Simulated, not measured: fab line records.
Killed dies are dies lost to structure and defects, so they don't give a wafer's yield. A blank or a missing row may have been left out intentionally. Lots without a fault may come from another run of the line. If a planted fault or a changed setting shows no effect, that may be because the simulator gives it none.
Struck lot and sound lot, side by side || flow rit_cmos || 43 out of 202 route steps
Sound: these wafers, L827.1, L827.2, L827.5. The struck wafers were L838.4, L838.5, L838.6. The cause is given at the end.
Order at every step that has rows: each side's tool, ch and its chambers, its first start. Under that, the readings that differ: sound wafers || struck wafers || difference of the means || sigmas: that difference in standard deviations of wafers without a fault.
alike: same words and numbers on both sides, and readings whose means sit less than 2 such deviations apart. not compared: any withheld reading, any reading some wafer has no value for, any bound like >300 that may hide the same value, and any number with overlapping values for which the record gives no deviation.
A row with sigmas, a row that says differs or no value, or rows on one side alone: a step with any of these is where the two part. Numbers that have no deviation but don't overlap get no sigmas and don't part them. A reading missing from all wafers of one side parts the sides only when that side holds two or more wafers.

first, 5 steps without rows for these wafers: RIT_PSD_COAT_01 (resist thk 1000 nm); RIT_PSD_SOFTBAKE_02 (time 60 s); RIT_PSD_EXPOSE_03 (exposes mask M10, target cd 40900 nm); RIT_PSD_PEB_04; RIT_PSD_DEVELOP_05 (develop time 50 s).
RIT_PSD_OVL_MEAS_06:
  sound: overlay-02 at day 3 12:28; struck: overlay-02 at day 6 00:15
  alike: PSD_OVL
then, 3 steps without rows for these wafers: RIT_PSD_HARDBAKE_07 (time 60 s); RIT_PSD_IMPLANT_08; RIT_PSD_STRIP_09 (strips in O2, time 180 s).
RIT_PSD_TW_MEAS_10:
  sound: film_metro-01 at day 3 12:59; struck: film_metro-02 at day 6 00:47
  alike: PSD_TW
then, 2 steps without rows for these wafers: RIT_SDANNEAL_CLEAN_00 (cleans in SC1, time 600 s); RIT_SDANNEAL_CLEAN_01 (cleans in dHF, time 30 s).
RIT_SDANNEAL_CLEAN_02: cleans in SC2, time 600 s.
  sound on wet_bench-03 ch 0, day 3 13:14; struck on wet_bench-02 ch 1, day 6 01:00
then, 1 step without rows for these wafers: RIT_SDANNEAL_RTA_03 (time 5 s).
RIT_SDANNEAL_RS_MEAS_04: uses a four-point probe to measure.
  sound: film_metro-03 at day 3 13:28; struck: film_metro-03 at day 6 01:17
  alike: PSD_RS
RIT_SDANNEAL_RS_MEAS_05: uses a four-point probe to measure.
  sound: film_metro-03 at day 3 13:35; struck: film_metro-03 at day 6 01:25
  alike: NSD_RS
RIT_SDANNEAL_RS_MEAS_06: uses a four-point probe to measure.
  sound: film_metro-03 at day 3 13:42; struck: film_metro-03 at day 6 01:32
  alike: PLDD_RS
RIT_SDANNEAL_RS_MEAS_07: uses a four-point probe to measure.
  sound: film_metro-03 at day 3 13:49; struck: film_metro-03 at day 6 01:39
  alike: NLDD_RS
then, 1 step without rows for these wafers: RIT_SILICIDE_WET_ETCH_00 (etches SiO2 in BOE, target depth 14 nm, time 15 s).
RIT_SILICIDE_SPUTTER_01: material Ti, target thk 30 nm, time 240 s.
  sound: pvd_sputter-04 at day 3 13:58; struck: pvd_sputter-03 at day 6 01:43
  alike: throttle_valve_pct
RIT_SILICIDE_RS_MEAS_02: uses a four-point probe to measure.
  sound: film_metro-04 at day 3 14:07; struck: film_metro-01 at day 6 01:56
  alike: SILICIDE_TI_RS
RIT_SILICIDE_THK_MEAS_03: measures by xrf.
  sound: film_metro-04 at day 3 14:14; struck: film_metro-01 at day 6 02:01
  alike: SILICIDE_TI_THK
RIT_SILICIDE_RTA_04: time 10 s, ramp up 5 s, ramp down 5 s.
  sound on rtp_anneal-02 ch 0, day 3 14:17; struck on rtp_anneal-01 ch 0, day 6 02:05
  alike: wafer_temp_C_max
then, 2 steps without rows for these wafers: RIT_SILICIDE_WET_ETCH_05 (etches Ti in SPM, time 120 s); RIT_SILICIDE_RTA_06 (time 10 s, ramp up 5 s, ramp down 10 s).
RIT_CONTACT_CVD_00: deposits SiO2 from TEOS, target thk 400 nm, time 61 s.
  sound on pecvd-03 ch 0,1, day 3 14:28; struck on pecvd-02 ch 0,1,2, day 6 02:15
  alike: heater_power_w, rf_fwd_power_W
RIT_CONTACT_THK_MEAS_01:
  sound: film_metro-02 at day 3 14:31; struck: film_metro-02 at day 6 02:19
  alike: CONTACT_TEOS_THK
then, 6 steps without rows for these wafers: RIT_CONTACT_HMDS_02 (prime time 60 s); RIT_CONTACT_COAT_03 (resist thk 1000 nm); RIT_CONTACT_SOFTBAKE_04 (time 60 s); RIT_CONTACT_EXPOSE_05 (exposes mask M11, target cd 1000 nm); RIT_CONTACT_PEB_06; RIT_CONTACT_DEVELOP_07 (develop time 120 s).
RIT_CONTACT_CD_MEAS_08: target cd 1000 nm.
  sound: cd_sem-01 at day 3 15:32; struck: cd_sem-01 at day 6 03:22
{"reading": "cd_nm (nm)", "sound": "999.5 998.3 998.3", "struck": "1002.1 1006.4 1003.5", "difference": "+5.3", "sigmas": "+2"}
RIT_CONTACT_OVL_MEAS_09:
  sound: overlay-02 at day 3 15:40; struck: overlay-02 at day 6 03:26
  alike: CONTACT_OVL
then, 1 step without rows for these wafers: RIT_CONTACT_HARDBAKE_10 (time 60 s).
RIT_CONTACT_ETCH_11: etches SiO2 in CHF3/CF4/Ar, stops on TiSi2, target depth 480 nm, time 320 s.
  sound on rie_diel-03 ch 0,2,3, day 3 15:50; struck on rie_diel-01 ch 1,2,3, day 6 03:37
  alike: CHF3_flow_sccm, drypump_motor_current_A, mfc_ar_sccm, oes_product_au, rf_fwd_power_W, throttle_valve_pct
  not compared: rf_hours_counter_h
RIT_CONTACT_STRIP_12: strips in O2, time 180 s.
  sound on plasma_asher-01 ch 0,1, day 3 16:02; struck on plasma_asher-01 ch 0,1, day 6 03:52
  alike: drypump_motor_current_A
  not compared: rf_hours_counter_h
RIT_CONTACT_CD_MEAS_90: target cd 1000 nm.
  sound: cd_sem-02 at day 3 16:13; struck: cd_sem-02 at day 6 04:02
{"reading": "cd_nm (nm)", "sound": "999.0 998.8 998.4", "struck": "1002.1 1006.4 1004.2", "difference": "+5.5", "sigmas": "+2"}
then, 3 steps without rows for these wafers: RIT_CONTACT_CLEAN_13 (cleans in SC1, time 600 s); RIT_CONTACT_CLEAN_14 (cleans in SC2, time 600 s); RIT_M1_SPUTTER_00 (material Al, target thk 400 nm, time 500 s).
RIT_M1_PROBE_99:
  sound: prober-02 at day 3 21:07; struck: prober-01 at day 6 08:38
{"reading": "killed_at_front_end", "sound": "10 7 4", "struck": "34 45 40", "difference": "+33", "sigmas": "+11"}
{"reading": "killed_dies", "sound": "10 7 4", "struck": "34 45 40", "difference": "+33", "sigmas": "+11"}
{"reading": "killed_on_rim", "sound": "2 3 1", "struck": "8 15 12", "difference": "+10", "sigmas": "+6"}
  alike: killed_at_M0_to_M3, killed_at_contacts, killed_open, killed_short

== WHERE THEY PART ==
Last at RIT_M1_PROBE_99 as far as this record goes, first at RIT_CONTACT_CD_MEAS_08.

WHY: whatever the simulator had introduced
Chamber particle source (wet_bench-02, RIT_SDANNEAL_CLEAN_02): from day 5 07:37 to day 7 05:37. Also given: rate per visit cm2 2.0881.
